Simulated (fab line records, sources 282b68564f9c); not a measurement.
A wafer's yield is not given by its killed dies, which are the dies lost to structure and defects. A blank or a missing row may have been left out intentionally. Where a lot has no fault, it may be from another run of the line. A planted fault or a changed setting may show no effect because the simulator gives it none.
Struck lot and sound lot, side by side || flow ritCmos || 14 steps out of a route of 202
Sound: wafers L717.2, L717.3, L717.6. The struck wafers were L722.2, L722.3, L722.6. Last of all comes the cause.
At each step with rows: each side's tool, then ch and its chambers, then its first start. Under that, the readings that differ: sound wafers || struck wafers || difference of the means || sigmas: that difference in standard deviations of wafers without a fault.
alike: a reading whose means differ by less than 2 such deviations, as well as words and numbers matching on both sides. not compared: withheld readings; readings where some wafer has no value; bounds like >300 that might hide an equal value; numbers whose values overlap and for which the record gives no deviation.
Wherever a step has rows on one side only, a row that says differs or no value, or a row with sigmas, the two part there. Numbers that don't overlap but have no deviation are shown without sigmas and don't part them. Lack of a reading on every wafer of one side parts them only where that side has two or more wafers.

first, 1 step without rows for these wafers: RIT_PLDD_IMPLANT_08.
RIT_PLDD_STRIP_09: strips in O2, time 180 s.
  sound on plasmaAsher-02 ch 1, day 3 01:21; struck on plasmaAsher-03 ch 0,1, day 4 07:41
{"reading": "drypumpMotorCurrentA (A)", "sound": "4.9 4.9 4.9", "struck": "5.9 6.2 5.9", "difference": "+1.1", "sigmas": "+2"}
  not compared: rfHoursCounterH
RIT_PLDD_TW_MEAS_10:
  sound: filmMetro-02 at day 3 01:32; struck: filmMetro-02 at day 4 07:53
  alike: PLDD_TW
then, 4 steps without rows for these wafers: RIT_SPACER_CLEAN_00 (cleans in SC1, time 600 s); RIT_SPACER_CLEAN_01 (cleans in dHF, time 30 s); RIT_SPACER_CLEAN_02 (cleans in SC2, time 600 s); RIT_SPACER_CVD_03 (deposits Si3N4 from SiH2Cl2/NH3, target thk 250 nm, time 3300 s).
RIT_SPACER_THK_MEAS_04:
  sound: filmMetro-01 at day 3 04:58; struck: filmMetro-03 at day 4 10:13
  alike: SPACER_NITRIDE_THK
RIT_SPACER_ETCHBACK_05: etches Si3N4 in SF6/CHF3, stops on SiO2, target depth 250 nm, time 240 s.
  sound on rieDiel-01 ch 1,3, day 3 05:01; struck on rieDiel-04 ch 0,1, day 4 10:16
{"reading": "CHF3_flow_sccm (sccm)", "sound": "29.90 29.79 29.99", "struck": "30.19 30.19 30.06", "difference": "+0.25", "sigmas": "+3"}
{"reading": "throttleValvePct (%)", "sound": "9.95 10.23 10.24", "struck": "10.39 10.54 10.53", "difference": "+0.35", "sigmas": "+2"}
  alike: drypumpMotorCurrentA, oesProductAu, rfFwdPowerW
  not compared: rfHoursCounterH
then, 3 steps without rows for these wafers: RIT_NSD_HMDS_00 (prime time 60 s); RIT_NSD_COAT_01 (resist thk 1000 nm); RIT_NSD_SOFTBAKE_02 (time 60 s).
RIT_NSD_EXPOSE_03: exposes mask M9, target cd 40700 nm.
  struck on ilineStepper-02, day 4 10:53; sound on ilineStepper-02 ch 0, day 3 05:38
  no value came back on the struck wafers for exposureDoseMJCm2, focusOffsetNm (nm); on the sound wafers exposureDoseMJCm2 reads 249.81 249.65 249.58
  alike: mask
next, for these wafers, 1 step has no rows: RIT_NSD_PEB_04.

WHERE THEY PART
Earliest at RIT_PLDD_STRIP_09; latest, in this record, at RIT_NSD_EXPOSE_03.

WHY: what the simulator had put in
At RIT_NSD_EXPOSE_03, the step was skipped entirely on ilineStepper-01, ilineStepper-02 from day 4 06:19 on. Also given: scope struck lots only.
